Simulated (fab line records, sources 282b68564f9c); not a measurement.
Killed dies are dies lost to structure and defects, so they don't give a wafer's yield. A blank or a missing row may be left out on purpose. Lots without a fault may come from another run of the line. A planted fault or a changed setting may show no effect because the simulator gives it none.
Problem report in the 8D (eight disciplines) form, filled by code | flow rit_cmos | the parts of the form that need people (team, actions taken, sign-off) are left out

1. THE PROBLEM
CONTACT_TEOS_THK at RIT_CONTACT_THK_MEAS_01 reads a mean of 567 nm on 3 wafers of 2 lots; wafers without a fault read 400 nm with a standard deviation of 5.5. That is +30 standard deviations from the usual mean.
First seen on wafer L540.2, day 7 02:14, on film_metro-01. The record holds 42 wafers of 14 lots with a number at this step. Rule for "out", or "out of limits": more than 4 standard deviations from the usual mean. The other wafers with a number count as sound.

2. WHAT IT IS AND WHAT IT IS NOT
question                    | is                           | is not
which readings at this step | CONTACT_TEOS_THK             | -
which lots                  | L540, L543                   | L522, L525, L526, L528, L531, L532, L533, L534, L536, L542, L544, L545
which wafers of those lots  | L540.2, L540.4, L543.5       | L540.3, L543.3, L543.4
read on which gauges        | film_metro-01, film_metro-02 | film_metro-03
when                        | from day 7 02:14             | up to then (28 sound wafers); but 11 sound wafers of L542, L543, L544, L545 came after

3. SUSPECTS, AND WHAT RULES EACH OUT
Counting: a tool at a process step up to the reading stays a suspect if it ran every lot that is out. Sound lots after the first of them don't rule it out here, since some wafers of a struck lot are sound.
- the gauge at RIT_CONTACT_THK_MEAS_01: ruled out. The wafers that are out were read on 2 gauges (film_metro-01, film_metro-02).
- pecvd-04 at RIT_CONTACT_CVD_00 (deposits SiO2 from TEOS, target thk 400 nm, time 61 s): kept. It ran every lot that is out, first L540 (day 7 02:09); its last sound lot up to then is L534 (day 5 18:32).
- Within pecvd-04 at RIT_CONTACT_CVD_00: the wafers that are out ran in chamber 1; their sound lot-mates ran in chambers 0, 2.
Left after counting: pecvd-04 at RIT_CONTACT_CVD_00.

4. THE CAUSE (what the simulator had put in)
Process parameter drift: pecvd-04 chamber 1, from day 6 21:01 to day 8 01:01, at RIT_CONTACT_CVD_00. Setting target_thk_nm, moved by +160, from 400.
Counting left only this tool.

5. THE CHAIN OF EFFECTS, in route order
Each row: a reading whose mean over the struck wafers that have a number lies more than 3 standard deviations from the usual. Only readings for which the record gives a usual standard deviation are gone through. hours: the time from each lot's start at the first step in this table that gives one to its start at this step, as a median over the lots. sigmas: the change in usual standard deviations.
hours | step                    | reading          | usual  | on struck wafers | change | sigmas
0     | RIT_CONTACT_THK_MEAS_01 | CONTACT_TEOS_THK | 400 nm | 567              | +167   | +30

6. WHAT WOULD HAVE CAUGHT IT SOONER
In this record the first reading out of limits at a measuring or inspecting step was taken at day 7 02:14, 5 hours after the fault began at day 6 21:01.
Of the tool readings at RIT_CONTACT_CVD_00 for which the record gives a usual standard deviation, none was out on any struck wafer, so an alarm limit of 4 standard deviations on them would not have fired.
Of the lots that are out (2), L543 began RIT_CONTACT_CVD_00 on pecvd-04 after day 7 02:14. A hold on the tool at that time would have spared it.
